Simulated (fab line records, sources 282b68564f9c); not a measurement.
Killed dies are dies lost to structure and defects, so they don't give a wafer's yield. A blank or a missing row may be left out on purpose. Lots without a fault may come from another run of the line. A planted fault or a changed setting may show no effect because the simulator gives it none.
Which tool did it? | flow rit_cmos | 14 lots, 42 wafers sampled, at 1 step of a route of 202

WHAT THE GAUGES READ, wafer by wafer
The record holds no reading of a measuring or inspecting step that can be judged against a usual standard deviation.

WHICH TOOL RAN EACH LOT (tool, then ch and the chambers of the sampled wafers, then the start)
lot  | RIT_REOX_OXIDATION_03
L154 | furnace-04 ch 0, day 2 18:24
L155 | furnace-03 ch 0, day 2 21:46
L156 | furnace-03 ch 0, day 3 01:41
L157 | furnace-04, day 3 05:32
L158 | furnace-04, day 3 10:49
L161 | furnace-04 ch 0, day 4 06:06
L168 | furnace-04 ch 0, day 5 18:52
L169 | furnace-04 ch 0, day 5 18:52
L170 | furnace-04 ch 0, day 5 23:23
L171 | furnace-04 ch 0, day 6 10:16
L173 | furnace-03 ch 0, day 6 15:38
L174 | furnace-03 ch 0, day 6 23:16
L176 | furnace-01 ch 0, day 7 13:24
L177 | furnace-01 ch 0, day 7 13:24
- RIT_REOX_OXIDATION_03: target thk 25.2 nm, ox time 5580 s.

WHAT THE TOOLS THEMSELVES READ (means of the sampled wafers that have a number; where no wafer has one, the mark that the record gives instead)
RIT_REOX_OXIDATION_03.
lot  | tool       | ox_temp_c (C) | ox_temp_c_max | spike_tc_source_C (C) | zone_power_load_pct (%)
L154 | furnace-04 | 899.6         | 903.4         | 925                   | 22
L155 | furnace-03 | 900.3         | 904.7         | 915                   | 30
L156 | furnace-03 | 899.8         | 904.7         | 916                   | 30
L157 | furnace-04 | -             | -             | -                     | -
L158 | furnace-04 | -             | -             | -                     | -
L161 | furnace-04 | 900.0         | 903.5         | 925                   | 22
L168 | furnace-04 | 899.8         | 903.7         | 926                   | 22
L169 | furnace-04 | 900.1         | 903.8         | 925                   | 22
L170 | furnace-04 | 900.0         | 903.4         | 925                   | 22
L171 | furnace-04 | 899.5         | 903.2         | 925                   | 22
L173 | furnace-03 | 899.6         | 904.2         | 916                   | 29
L174 | furnace-03 | 899.9         | 904.2         | 915                   | 29
L176 | furnace-01 | 900.0         | 905.1         | 921                   | 29
L177 | furnace-01 | 900.8         | 906.8         | 922                   | 29

THE ANSWER, worked out from the rows above alone
Rule: what is usual is taken from the lots themselves. Put in order of their means at a reading, lots are off if they are a third of the lots or fewer, leave a main group of 4 or more, and stand apart from it by a gap of 3 or more times the standard deviation of the main group's means; of several such gaps the widest counts. A main group whose means are all the same, to the digits that the tables above print for the reading, isn't used. A lot without any number at a reading at which 4 lots or more have one is off too. The other lots that the step has rows for count as sound. The gauges are gone through in route order, then the tools' own readings, and for those a lot's mean is taken as printed above. The first step at which some lot is off is used, and at that step the reading that is off furthest; a lot without a number counts as furthest.
Off: L157, L158, at RIT_REOX_OXIDATION_03 (ox_temp_c). Without a number there: L157, L158. The main group: mean 900.0 C, standard deviation 0.34.
A tool fits if, at that step or a process step before it, it ran every lot that is off, and no sound lot after the first of them. None of those tried fits.

WHAT THE SIMULATOR HAD PUT IN
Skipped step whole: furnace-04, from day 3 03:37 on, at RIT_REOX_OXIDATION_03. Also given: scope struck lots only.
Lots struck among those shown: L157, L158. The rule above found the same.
